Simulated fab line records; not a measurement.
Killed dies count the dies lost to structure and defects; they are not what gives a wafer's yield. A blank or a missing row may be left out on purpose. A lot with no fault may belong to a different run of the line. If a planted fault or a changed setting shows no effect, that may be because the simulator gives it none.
fab line records    flow rit-cmos
[record] lots = 6  wafers = 18  last-day = 7
route steps=202 shown NLDD@105 PLDD@114
lots that met no fault: from a run of the same line without faults
start-h: start of the lot's first displayed wafer, in hours after the record's first day    wait-h: how many hours have passed since the lot's step before this one    " as in the row above    L1.1+2: a single row standing in for several wafers    - no value present, or no start provided    * or withheld: withheld    < > ~ a bound
route shown NAME@n: names a module that has steps shown in the file, with the first one's number in the route    usual: mean/standard deviation taken from wafers without a fault    same: alike in all rows    chamber/n: place in a boat    sites: the reading at each site    _std_site: how widely they spread, as a standard deviation    _edge_site: inner sites' mean taken away from outer sites' mean    radius-mm: for every site, how far away it sits from the centre of the wafer    mask NAME#n: copy n    behind: the tool/chamber that last shaped the wafer    hold: why the lot went on hold/how many hours it stayed there/how the hold came to an end    device: transistor that didn't switch, given as n, p or np    end of line: the same wafers' tests at the end of the route    a step with no rows: only its recipe    killed: the dies lost at the first sort to structure and to defects; this is not the yield of the wafer    map: a wafer's dies, x killed, . not, _ none there
set.NAME: the run value of the setting; set.NAME@STEP: its run value at that earlier step    model.NAME: the simulator's own value behind a step, which no gauge read
a table for each step, a row for each wafer; lots at some steps of the route
services: from which hour (start-h, from the record's first day; less than 0 if before it) a tool's chamber was out of use, for how many hours, and why
[[steps]]
[step RIT_NLDD_SOFTBAKE_02]
[recipe] resist = NOVOLAK  temp-c = 90  time-s = 60
[step RIT_NLDD_EXPOSE_03]
[recipe] mask-id = M7  na = 0.57  target-cd-nm = 40700  dose-mj = 250
[step RIT_NLDD_PEB_04]
[recipe] resist = NOVOLAK  temp-c = withheld  time-s = withheld
[step RIT_NLDD_DEVELOP_05]
[recipe] resist = NOVOLAK  develop-time-s = 50  dev-temp-c = 23
[step RIT_NLDD_OVL_MEAS_06]
[usual] NLDD_OVL = -0.4/1.5
lot.wafer  tool        chamber  start-h  wait-h  NLDD_OVL[nm]
L169.1     overlay-01  -        44.30    -       2.1
L169.2     "           -        "        "       0.0
L169.6     "           -        "        "       2.0
L179.2     overlay-02  -        91.22    -       0.6
L179.3     "           -        "        "       -0.1
L179.5     "           -        "        "       -1.5
L180.1     overlay-02  -        96.24    -       -1.0
L180.4     "           -        "        "       -2.6
L180.5     "           -        "        "       -2.6
L187.1     overlay-01  -        131.79   -       1.5
L187.4     "           -        "        "       1.9
L187.5     "           -        "        "       2.6
L188.1     overlay-01  -        137.65   -       1.3
L188.3     "           -        "        "       2.0
L188.4     "           -        "        "       2.0
L192.4     overlay-01  -        155.53   -       -2.9
L192.5     "           -        "        "       -1.7
L192.6     "           -        "        "       -1.5
[step RIT_NLDD_HARDBAKE_07]
[recipe] resist = NOVOLAK  temp-c = 138.7  time-s = 60
[step RIT_NLDD_IMPLANT_08]
[recipe] species = P  energy-kev = 20  dose-cm2 = 5e+14  tilt-deg = 7
[step RIT_NLDD_STRIP_09]
[recipe] chemistry = O2  time-s = 180  resist = NOVOLAK  platen-temp-c = withheld  power-w = 500  pressure-mtorr = 4000  o2-flow-sccm = 4000
[usual] drypump-motor-current-A = 5.7/0.42
lot.wafer  tool             chamber  start-h  wait-h  drypump-motor-current-A  rf-hours-counter-h
L169.1     plasma-asher-03  0        44.64    0.1     4.8                      41
L169.2     "                1        "        "       6.1                      41
L169.6     "                0        "        "       4.7                      -
L179.2     plasma-asher-03  0        91.55    0.1     4.7                      46
L179.3     "                0        "        "       4.7                      -
L179.5     "                0        "        "       4.7                      -
L180.1     plasma-asher-04  1        96.58    0.1     6.2                      28
L180.4     "                1        "        "       6.2                      -
L180.5     "                1        "        "       6.2                      -
L187.1     plasma-asher-02  0        132.13   0.1     5.5                      50
L187.4     "                0        "        "       5.5                      -
L187.5     "                0        "        "       5.5                      -
L188.1     plasma-asher-02  1        137.99   0.1     5.9                      51
L188.3     "                1        "        "       5.9                      -
L188.4     "                0        "        "       5.5                      -
L192.4     plasma-asher-02  0        155.91   0.1     5.5                      -
L192.5     "                0        "        "       5.5                      -
L192.6     "                1        "        "       5.9                      -
[step RIT_NLDD_TW_MEAS_10]
[usual] NLDD_TW = 2501/13
lot.wafer  tool           chamber  start-h  wait-h  NLDD_TW
L169.1     film-metro-02  -        44.81    0.1     2518
L169.2     "              -        "        "       2492
L169.6     "              -        "        "       2494
L179.2     film-metro-03  -        91.73    0.1     2501
L179.3     "              -        "        "       2516
L179.5     "              -        "        "       2505
L180.1     film-metro-03  -        96.75    0.1     2484
L180.4     "              -        "        "       2498
L180.5     "              -        "        "       2501
L187.1     film-metro-01  -        132.30   0.1     2461
L187.4     "              -        "        "       2486
L187.5     "              -        "        "       2477
L188.1     film-metro-01  -        138.16   0.1     2484
L188.3     "              -        "        "       2488
L188.4     "              -        "        "       2483
L192.4     film-metro-01  -        156.05   0.1     2493
L192.5     "              -        "        "       2492
L192.6     "              -        "        "       2494
[step RIT_PLDD_HMDS_00]
[recipe] prime-time-s = 60  prime-temp-c = 140
[step RIT_PLDD_COAT_01]
[recipe] resist = NOVOLAK  spin-rpm = 3250  resist-thk-nm = 1000
[step RIT_PLDD_SOFTBAKE_02]
[recipe] resist = NOVOLAK  temp-c = 90  time-s = 60
[step RIT_PLDD_EXPOSE_03]
[recipe] mask-id = M8  na = 0.57  target-cd-nm = 40900  dose-mj = 250
[usual] exposure-dose-mJ-cm2 = 249.97/0.28  focus-offset-nm = -0.1/0.51  na = 0.57/0
lot.wafer  tool              chamber  start-h  wait-h  mask  exposure-dose-mJ-cm2  focus-offset-nm  na
L169.1     iline-stepper-01  0        45.45    0.2     M8#0  249.68                0.0              0.57
L169.2     "                 0        "        "       M8#0  250.05                -0.9             0.57
L169.6     "                 0        "        "       M8#0  249.97                0.0              0.57
L179.2     iline-stepper-01  -        92.25    0.1     M8#0  -                     -                -
L179.3     "                 -        "        "       M8#0  -                     -                -
L179.5     "                 -        "        "       M8#0  -                     -                -
L180.1     iline-stepper-02  -        97.47    0.3     M8#0  -                     -                -
L180.4     "                 -        "        "       M8#0  -                     -                -
L180.5     "                 -        "        "       M8#0  -                     -                -
L187.1     iline-stepper-02  0        132.81   0.1     M8#0  250.07                0.4              0.57
L187.4     "                 0        "        "       M8#0  249.71                0.2              0.57
L187.5     "                 0        "        "       M8#0  250.05                0.8              0.57
L188.1     iline-stepper-01  0        138.80   0.2     M8#0  250.11                0.5              0.57
L188.3     "                 0        "        "       M8#0  250.48                0.7              0.57
L188.4     "                 0        "        "       M8#0  250.43                -0.1             0.57
L192.4     iline-stepper-02  0        156.72   0.2     M8#0  249.31                -1.0             0.57
L192.5     "                 0        "        "       M8#0  249.41                -0.8             0.57
L192.6     "                 0        "        "       M8#0  250.15                -0.8             0.57
[step RIT_PLDD_PEB_04]
[recipe] resist = NOVOLAK  temp-c = withheld  time-s = withheld
[[services]]
tool              chamber  start-h  hours  kind
plasma-asher-03   -        36.07    1.1    repair
iline-stepper-02  -        48.99    1.7    pm
iline-stepper-01  -        105.04   1.3    repair
[[key]]
[first-sign] step = RIT_PLDD_EXPOSE_03  reading = tool-record  direction = missing
effect none on later readings
met-at RIT_PLDD_EXPOSE_03
struck-wafers L179.2,L179.3,L179.5,L180.1,L180.4,L180.5
sort-left-out L179.2,L179.3,L179.5,L180.1,L180.4,L180.5
tester-left-out L179,L180
onset-between 45.45 92.25
[fault] kind = skipped-step-whole  tool = iline-stepper-01,iline-stepper-02  chamber = -  onset-h = 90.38  steps = RIT_PLDD_EXPOSE_03  scope = struck-lots-only
// tester-left-out: of these lots the tester's yield and bins aren't shown, on N5 and GAA mostly nor the transistor test; their killed dies are dies lost to structure and defects alone, not to doping, threshold or leakage, so they don't give the yield
// sort-left-out: the simulated sort isn't trusted on such a fault, so these wafers' sort isn't shown, and their yield isn't known
